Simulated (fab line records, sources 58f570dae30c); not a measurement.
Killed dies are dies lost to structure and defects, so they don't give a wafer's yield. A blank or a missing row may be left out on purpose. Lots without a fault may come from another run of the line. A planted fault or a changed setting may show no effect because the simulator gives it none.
A struck lot beside a sound one | flow berkeley_cmos170 | 14 steps out of a route of 331
Sound: wafers L945.3, L945.4, L945.5. Struck: wafers L942.1, L942.3, L942.5. The cause comes at the end.
At each step with rows: each side's tool, then ch and its chambers, then its first start. Under that, the readings that differ: sound wafers | struck wafers | difference of the means | sigmas: that difference in standard deviations of wafers without a fault.
alike: readings whose means differ by less than 2 such deviations, and words and numbers that are the same on both sides. not compared: withheld readings, readings that some wafer has no value for, bounds like >300 that may hide the same value, and numbers for which the record gives no deviation and whose values overlap.
The two part at a step that has a row with sigmas, a row that says differs or no value, or rows on one side only. Numbers that don't overlap but have no deviation are shown without sigmas and don't part them. A reading that every wafer of one side lacks parts them only if that side has two wafers or more.

first, 1 step without rows for these wafers: UCB170_FIELD_WET_ETCH_06 (etches SiO2 in BOE, time 22 s).
UCB170_FIELD_THK_MEAS_90:
  sound on film_metro-01, day 10 01:19; struck on film_metro-03, day 9 15:37
  alike: FIELD_OXIDE_LEFT_1_THK
then, 2 steps without rows for these wafers: UCB170_SACOX_CLEAN_00 (cleans in dHF, time 7.5 s); UCB170_SACOX_OXIDATION_01 (target thk 14.4 nm, ox time 2400 s).
UCB170_SACOX_THK_MEAS_02:
  sound on film_metro-02, day 10 07:08; struck on film_metro-03, day 9 22:20
  reading              | sound          | struck         | difference | sigmas
  SACOX_OXIDE_THK (nm) | 15.5 15.6 15.5 | 16.1 16.3 16.2 | +0.7       | +2
then, 2 steps without rows for these wafers: UCB170_SCREENOX_WET_ETCH_00 (etches SiO2 in dHF, time 200 s); UCB170_SCREENOX_OXIDATION_01 (target thk 14.4 nm, ox time 2400 s).
UCB170_SCREENOX_THK_MEAS_02:
  sound on film_metro-01, day 10 12:52; struck on film_metro-04, day 10 05:21
  alike: SCREENOX_OXIDE_THK
then, 4 steps without rows for these wafers: UCB170_SCREENOX_ANNEAL_03 (time 900 s); UCB170_NVT_HMDS_00 (prime time 60 s); UCB170_NVT_COAT_01 (resist thk 900 nm); UCB170_NVT_SOFTBAKE_02 (time 60 s).
UCB170_NVT_EXPOSE_03: exposes mask PWELL, target cd 3000 nm.
  sound on krf_scanner-02 ch 0, day 10 17:05; struck on krf_scanner-01, day 10 11:34
  no value came back on the struck wafers for exposure_dose_mJ_cm2, focus_offset_nm (nm), na, stage_vel_mm_s (mm/s); on the sound wafers exposure_dose_mJ_cm2 reads 30.06 30.01 30.05
  alike: mask
then, 1 step without rows for these wafers: UCB170_NVT_PEB_04.

WHERE THEY PART
First at UCB170_SACOX_THK_MEAS_02; last, within this record, at UCB170_NVT_EXPOSE_03.

WHY: what the simulator had put in
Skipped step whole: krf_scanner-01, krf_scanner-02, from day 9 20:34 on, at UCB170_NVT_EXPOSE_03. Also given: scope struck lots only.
